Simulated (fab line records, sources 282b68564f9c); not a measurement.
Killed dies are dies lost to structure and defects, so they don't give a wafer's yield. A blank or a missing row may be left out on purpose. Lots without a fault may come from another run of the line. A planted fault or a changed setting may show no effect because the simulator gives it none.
One fault seen from 2 desks | flow rit_cmos | each desk has only its own numbers; what lay behind them comes last

THE METROLOGY DESK
What the gauges read, lot by lot, whatever tool the lot ran on: means of the sampled wafers that have a number. A lot is out of limits, marked OUT, if its mean lies more than 4 standard deviations from the usual mean; the brackets give that distance.
Columns: A = FOX1_OXIDE_THK at RIT_FOX1_THK_MEAS_01, usual 353 nm; B = FOX2_OXIDE_THK at RIT_FOX2_THK_MEAS_01, usual 351 nm; C = NWELL_TW at RIT_NWELL_TW_MEAS_10, usual 2122
lot  | first seen here | A   | B   | C
L441 | day 1 23:37     | 355 | 352 | 2119
L442 | day 2 04:23     | 348 | 356 | 2121
L443 | day 2 09:17     | 351 | 348 | 2115
L444 | day 2 14:45     | 362 | 346 | 2113
L445 | day 2 20:04     | 351 | 353 | 2134
L447 | day 3 08:07     | 349 | 349 | 2107
L448 | day 3 13:25     | 354 | 352 | 2114
L449 | day 3 15:28     | 354 | 345 | 2104
L450 | day 3 20:23     | 346 | 351 | 2113
L452 | day 4 08:16     | 352 | 355 | 2146
L454 | day 4 16:59     | 350 | 349 | 2121
L456 | day 5 03:37     | 364 | 364 | 2137
L460 | day 5 21:40     | 360 | 350 | 2140
L463 | day 6 13:08     | 345 | 338 | 2142
This desk's finding: nothing out of limits on any of the 14 lots.

THE TOOL OWNER'S DESK: wet_bench-03
The tool's own readings at RIT_GATE_CLEAN_02 (cleans in dHF, time 30 s): means of the sampled wafers that have a number, for each lot that ran on this tool. A lot is out of limits, marked OUT, if its mean lies more than 4 standard deviations from the usual mean; the brackets give that distance.
Columns: A = run_length_s at RIT_GATE_CLEAN_02, usual 58.1 s
lot  | first seen here | A
L442 | day 2 20:29     | 56.4
L443 | day 3 00:47     | 62.4
L447 | day 4 01:09     | 57.1
L449 | day 4 08:49     | 57.7
L454 | day 5 08:37     | 57.4
L456 | day 5 18:43     | 78.2 (+8.7) OUT
L460 | day 6 12:31     | 71.8 (+6.0) OUT
This desk's finding: out of limits on L456, L460; first on L456, day 5 18:43 (run_length_s at RIT_GATE_CLEAN_02). In limits: L442, L443, L447, L449, L454.

PUT TOGETHER
The tool owner's desk could have raised an alarm at day 5 18:43, on L456, L460.
The metrology desk saw nothing out of limits.
The metrology desk has L456, L460 on record, within its limits.
Of the lots named, all ran RIT_GATE_CLEAN_02 on wet_bench-03.

WHAT THE SIMULATOR HAD PUT IN
Process parameter drift: wet_bench-03, from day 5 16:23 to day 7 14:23, at RIT_GATE_CLEAN_02. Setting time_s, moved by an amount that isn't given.
Lots struck among those shown: L456, L460.
Hours from the fault's start to each desk's first reading out of limits: the tool owner's desk, 2.
